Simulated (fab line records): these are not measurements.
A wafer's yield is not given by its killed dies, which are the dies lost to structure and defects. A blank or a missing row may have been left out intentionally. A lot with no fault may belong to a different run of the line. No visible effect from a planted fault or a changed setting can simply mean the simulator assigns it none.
The tool behind it: which one? | flow rit cmos | 14 lots, 42 wafers sampled, at 6 steps of a route of 202

WHAT THE GAUGES SHOWED, per wafer
RIT_FOX1_THK_MEAS_01.
lot  | measured    | on            | FOX1_OXIDE_THK (nm)
L585 | day 1 17:56 | film metro-03 | 338 342 340
L588 | day 2 08:02 | film metro-02 | 350 351 354
L589 | day 2 14:34 | film metro-03 | 361 357 358
L590 | day 2 17:49 | film metro-02 | 348 351 344
L591 | day 2 23:19 | film metro-02 | 338 347 345
L592 | day 3 03:57 | film metro-02 | 343 351 342
L593 | day 3 08:51 | film metro-02 | 341 348 347
L594 | day 3 16:37 | film metro-02 | 346 346 349
L596 | day 4 00:07 | film metro-03 | 351 354 361
L601 | day 5 02:02 | film metro-02 | 350 346 348
L602 | day 5 08:44 | film metro-03 | 355 351 348
L606 | day 6 05:02 | film metro-02 | 349 355 342
L607 | day 6 11:18 | film metro-04 | 354 353 352
L608 | day 6 18:37 | film metro-02 | 348 346 343

RIT_PLDD_OVL_MEAS_06.
lot  | measured    | on         | PLDD_OVL (nm)
L585 | day 2 19:43 | overlay-01 | 0.6 2.0 2.1
L588 | day 3 10:08 | overlay-02 | 0.1 1.9 0.1
L589 | day 3 17:48 | overlay-01 | -2.4 -1.6 -4.2
L590 | day 3 20:57 | overlay-01 | 3.7 3.0 3.7
L591 | day 4 01:36 | overlay-02 | -0.9 0.1 -0.7
L592 | day 4 05:34 | overlay-01 | 0.3 -0.9 -0.4
L593 | day 4 12:02 | overlay-01 | 0.3 0.1 0.4
L594 | day 4 18:02 | overlay-02 | -1.4 -0.6 0.4
L596 | day 5 02:08 | overlay-02 | -2.7 0.4 0.0
L601 | day 6 07:27 | overlay-02 | -0.1 -0.7 -0.3
L602 | day 6 11:08 | overlay-02 | -0.7 -1.6 -1.8
L606 | day 7 14:30 | overlay-02 | -0.2 -2.9 -2.5
L607 | day 7 17:02 | overlay-02 | -0.4 -0.9 0.3
L608 | day 8 03:46 | overlay-01 | -2.3 -2.0 -1.5

RIT_PSD_TW_MEAS_10.
lot  | measured    | on            | PSD_TW
L585 | day 3 01:49 | film metro-04 | 3403 3415 3393
L588 | day 3 16:37 | film metro-04 | 3432 3426 3428
L589 | day 4 00:06 | film metro-04 | 3406 3424 3442
L590 | day 4 02:54 | film metro-02 | 3422 3434 3418
L591 | day 4 07:54 | film metro-04 | 3454 3441 3442
L592 | day 4 11:34 | film metro-04 | 3147 3164 3134
L593 | day 4 18:23 | film metro-01 | 3142 3141 3135
L594 | day 5 00:58 | film metro-04 | 3425 3408 3427
L596 | day 5 08:14 | film metro-02 | 3429 3433 3400
L601 | day 6 13:34 | film metro-04 | 3459 3470 3469
L602 | day 6 17:31 | film metro-04 | 3423 3437 3440
L606 | day 7 20:46 | film metro-01 | 3420 3422 3439
L607 | day 7 23:01 | film metro-01 | 3416 3420 3427
L608 | day 8 10:34 | film metro-01 | 3452 3434 3449

RIT_SDANNEAL_RS_MEAS_04: measures by four-point-probe.
lot  | measured    | on            | PSD_RS (ohm/sq)
L585 | day 3 02:22 | film metro-01 | 115.63 115.92 115.74
L588 | day 3 17:08 | film metro-04 | 116.07 116.07 116.04
L589 | day 4 00:35 | film metro-04 | 116.04 115.75 115.62
L590 | day 4 03:24 | film metro-01 | 115.84 115.88 115.73
L591 | day 4 08:25 | film metro-02 | 115.46 115.79 115.70
L592 | day 4 12:04 | film metro-04 | 137.93 138.24 137.63
L593 | day 4 18:55 | film metro-04 | 138.50 138.16 137.86
L594 | day 5 01:28 | film metro-01 | 115.65 115.49 115.86
L596 | day 5 08:43 | film metro-01 | 115.59 115.71 115.59
L601 | day 6 14:03 | film metro-04 | 115.88 116.01 115.55
L602 | day 6 18:01 | film metro-04 | 115.96 115.77 115.54
L606 | day 7 21:15 | film metro-01 | 115.84 116.06 115.65
L607 | day 7 23:31 | film metro-04 | 115.52 115.79 115.69
L608 | day 8 11:04 | film metro-04 | 115.79 115.85 115.67

TOOL THAT RAN EACH LOT (tool first, then ch and the chambers of the sampled wafers, then the start)
lot  | RIT_PWELL_STRIP_09                  | RIT_PSD_IMPLANT_08
L585 | plasma asher-02 ch 0,1, day 1 23:34 | implanter-01 ch 0, day 3 01:31
L588 | plasma asher-01 ch 0,1, day 2 14:06 | implanter-03 ch 0, day 3 16:19
L589 | plasma asher-04 ch 0,1, day 2 21:14 | implanter-03 ch 0, day 3 23:47
L590 | plasma asher-02 ch 0,1, day 2 23:31 | implanter-01 ch 0, day 4 02:34
L591 | plasma asher-02 ch 0,1, day 3 05:55 | implanter-04 ch 0, day 4 07:34
L592 | plasma asher-01 ch 0, day 3 09:16   | implanter-03 ch 0, day 4 11:14
L593 | plasma asher-01 ch 1, day 3 15:58   | implanter-03 ch 0, day 4 18:04
L594 | plasma asher-04 ch 0,1, day 3 22:14 | implanter-04 ch 0, day 5 00:40
L596 | plasma asher-04 ch 0,1, day 4 05:46 | implanter-04 ch 0, day 5 07:54
L601 | plasma asher-04 ch 0,1, day 5 08:52 | implanter-01 ch 0, day 6 13:14
L602 | plasma asher-04 ch 0,1, day 5 14:16 | implanter-04 ch 0, day 6 17:13
L606 | plasma asher-04 ch 0,1, day 6 14:09 | implanter-03 ch 0, day 7 20:26
L607 | plasma asher-01 ch 0,1, day 6 17:34 | implanter-01 ch 0, day 7 22:41
L608 | plasma asher-04 ch 0,1, day 7 02:25 | implanter-04 ch 0, day 8 10:14
- RIT_PWELL_STRIP_09: strips in O2, time 180 s.
- RIT_PSD_IMPLANT_08

WHAT THE TOOLS THEMSELVES READ (means of the sampled wafers that have a number; where no wafer has one, the mark that the record gives instead)
RIT_PWELL_STRIP_09.
lot  | tool            | drypump motor current A (A) | rf refl power W (W)
L585 | plasma asher-02 | 6.0                         | 8.7
L588 | plasma asher-01 | 6.2                         | 8.4
L589 | plasma asher-04 | 5.9                         | 5.2
L590 | plasma asher-02 | 6.0                         | 8.7
L591 | plasma asher-02 | 5.7                         | 9.1
L592 | plasma asher-01 | 6.5                         | 9.1
L593 | plasma asher-01 | 6.0                         | 8.2
L594 | plasma asher-04 | 5.8                         | 5.2
L596 | plasma asher-04 | 5.9                         | 5.3
L601 | plasma asher-04 | 5.8                         | 4.9
L602 | plasma asher-04 | 5.8                         | 5.1
L606 | plasma asher-04 | 5.8                         | 5.2
L607 | plasma asher-01 | 6.2                         | 8.5
L608 | plasma asher-04 | 5.8                         | 5.0

RIT_PSD_IMPLANT_08.
lot  | tool         | beam energy keV
L585 | implanter-01 | 27.001
L588 | implanter-03 | 26.990
L589 | implanter-03 | 27.000
L590 | implanter-01 | 26.986
L591 | implanter-04 | 27.004
L592 | implanter-03 | 18.901
L593 | implanter-03 | 18.902
L594 | implanter-04 | 27.000
L596 | implanter-04 | 26.995
L601 | implanter-01 | 26.996
L602 | implanter-04 | 27.002
L606 | implanter-03 | 26.995
L607 | implanter-01 | 26.995
L608 | implanter-04 | 27.006

THE ANSWER, worked out from the rows above alone
Rule: usual is defined by the lots themselves. Put in order of their means at a reading, lots are off if they are a third of the lots or fewer, leave a main group of 4 or more, and stand apart from it by a gap of 3 or more times the standard deviation of the main group's means; of several such gaps the widest counts. A main group whose means are all the same, to the digits that the tables above print for the reading, isn't used. A lot without any number at a reading at which 4 lots or more have one is off too. All remaining lots with rows at the step are treated as sound. After the gauges, taken in route order, come the tools' own readings; for these a lot's mean is taken, as printed above. At the first step where some lot is off, the reading lying furthest off is the one used; lots without a number count as furthest.
Off: L592, L593, at RIT_PSD_TW_MEAS_10 (PSD_TW). The main group has a mean of 3430 with a standard deviation of 15.
A tool fits if, at a process step before that reading, it ran every lot that is off, and no sound lot after the first of them. Not tried: the gauges at RIT_PSD_TW_MEAS_10; whatever is off there is also off at RIT_PSD_IMPLANT_08, on other tools, and gauge error can't account for it. None of those tried fits.

WHAT THE SIMULATOR HAD INSERTED
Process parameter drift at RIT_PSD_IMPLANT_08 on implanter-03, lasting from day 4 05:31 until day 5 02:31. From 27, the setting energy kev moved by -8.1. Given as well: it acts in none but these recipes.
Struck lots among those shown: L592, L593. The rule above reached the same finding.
